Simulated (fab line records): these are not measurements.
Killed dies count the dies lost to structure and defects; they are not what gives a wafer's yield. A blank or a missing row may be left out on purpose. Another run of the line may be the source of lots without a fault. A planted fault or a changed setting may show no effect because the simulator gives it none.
Which tool was responsible? ; flow berkeleyCmos170 ; 7 lots with 21 wafers sampled at 2 steps, on a route of 331 steps

== WHAT THE GAUGES SHOWED, per wafer ==
UCB170_SDANNEAL_RS_MEAS_05: uses a four-point probe to measure.
lot;measured;on;NLDD_RS (ohm/sq)
L693;day 7 04:12;filmMetro-01;617.8 618.9 616.4
L698;day 8 03:19;filmMetro-02;616.7 616.7 618.4
L701;day 8 22:45;filmMetro-02;617.5 617.0 616.4
L703;day 9 16:12;filmMetro-03;615.9 616.8 614.6
L705;day 9 15:52;filmMetro-02;614.9 614.3 616.5
L711;day 11 06:11;filmMetro-02;646.8 647.5 646.6
L712;day 11 10:15;filmMetro-03;618.1 616.5 616.8

== TOOL THAT RAN EACH LOT (tool first, then ch and the chambers of the sampled wafers, then the start) ==
lot;UCB170_NLDD_IMPLANT_08
L693;implanter-03 ch 0, day 6 16:50
L698;implanter-03 ch 0, day 7 15:19
L701;implanter-03 ch 0, day 8 11:43
L703;implanter-01 ch 0, day 9 03:59
L705;implanter-01 ch 0, day 9 03:04
L711;implanter-02 ch 0, day 10 17:51
L712;implanter-03 ch 0, day 11 02:22
- UCB170_NLDD_IMPLANT_08

== THE ANSWER, worked out from the rows above alone ==
Rule: usual is defined by the lots themselves. Put in order of their means at a reading, lots are off if they are a third of the lots or fewer, leave a main group of 4 or more, and stand apart from it by a gap of 3 or more times the standard deviation of the main group's means; of several such gaps the widest counts. A main group whose means are all the same, to the digits that the tables above print for the reading, isn't used. Also off: a lot with no number at a reading for which 4 or more lots have one. All remaining lots with rows at the step are treated as sound.
Off: at UCB170_SDANNEAL_RS_MEAS_05 (NLDD_RS), L711. The main group has a mean of 616.7 ohm/sq with a standard deviation of 0.88.
If a tool, at a process step before that reading, ran all the lots that are off and no sound lot after the first of them, it fits. The gauges at UCB170_SDANNEAL_RS_MEAS_05 are tried like those tools. Undecided on this evidence; 2 tools fit (implanter-02 at UCB170_NLDD_IMPLANT_08, filmMetro-02 at UCB170_SDANNEAL_RS_MEAS_05).

== WHAT THE SIMULATOR HAD PUT IN ==
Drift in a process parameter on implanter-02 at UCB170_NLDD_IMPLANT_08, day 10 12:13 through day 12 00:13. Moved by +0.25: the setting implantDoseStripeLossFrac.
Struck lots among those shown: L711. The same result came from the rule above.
